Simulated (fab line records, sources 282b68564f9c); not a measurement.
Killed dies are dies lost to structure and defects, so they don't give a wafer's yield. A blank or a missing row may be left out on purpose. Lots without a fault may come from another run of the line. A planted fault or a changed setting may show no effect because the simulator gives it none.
Which tool did it? | flow rit_cmos | 7 lots, 21 wafers sampled, at 2 steps of a route of 202

WHAT THE GAUGES READ, wafer by wafer
RIT_ACTIVE_THK_MEAS_04.
lot  | measured    | on            | ACTIVE_NITRIDE_THK (nm)
L891 | day 1 18:32 | film_metro-03 | 153.0 152.5 151.5
L893 | day 2 05:16 | film_metro-03 | 149.5 149.6 149.9
L896 | day 2 20:37 | film_metro-03 | 139.5 139.8 139.7
L904 | day 4 13:35 | film_metro-03 | 151.0 151.4 150.6
L907 | day 5 04:39 | film_metro-01 | 151.6 152.3 151.8
L910 | day 5 18:42 | film_metro-04 | 151.7 149.6 150.4
L912 | day 6 08:15 | film_metro-04 | 148.7 148.3 148.7

WHICH TOOL RAN EACH LOT (tool, then ch and the chambers of the sampled wafers, then the start)
lot  | RIT_ACTIVE_CVD_03
L891 | lpcvd-02 ch 1, day 1 17:07
L893 | lpcvd-01 ch 1, day 2 03:50
L896 | lpcvd-02 ch 0, day 2 19:11
L904 | lpcvd-01 ch 0, day 4 12:09
L907 | lpcvd-01 ch 1, day 5 03:13
L910 | lpcvd-01 ch 0, day 5 17:16
L912 | lpcvd-02 ch 1, day 6 06:50
- RIT_ACTIVE_CVD_03: deposits Si3N4 from SiH2Cl2/NH3, target thk 150 nm, time 1500 s.

THE ANSWER, worked out from the rows above alone
Rule: what is usual is taken from the lots themselves. Put in order of their means at a reading, lots are off if they are a third of the lots or fewer, leave a main group of 4 or more, and stand apart from it by a gap of 3 or more times the standard deviation of the main group's means; of several such gaps the widest counts. A main group whose means are all the same, to the digits that the tables above print for the reading, isn't used. A lot without any number at a reading at which 4 lots or more have one is off too. The other lots that the step has rows for count as sound.
Off: L896, at RIT_ACTIVE_THK_MEAS_04 (ACTIVE_NITRIDE_THK). The main group: mean 150.7 nm, standard deviation 1.3.
A tool fits if, at a process step before that reading, it ran every lot that is off, and no sound lot after the first of them. The gauges at RIT_ACTIVE_THK_MEAS_04 are tried like those tools. None of those tried fits.

WHAT THE SIMULATOR HAD PUT IN
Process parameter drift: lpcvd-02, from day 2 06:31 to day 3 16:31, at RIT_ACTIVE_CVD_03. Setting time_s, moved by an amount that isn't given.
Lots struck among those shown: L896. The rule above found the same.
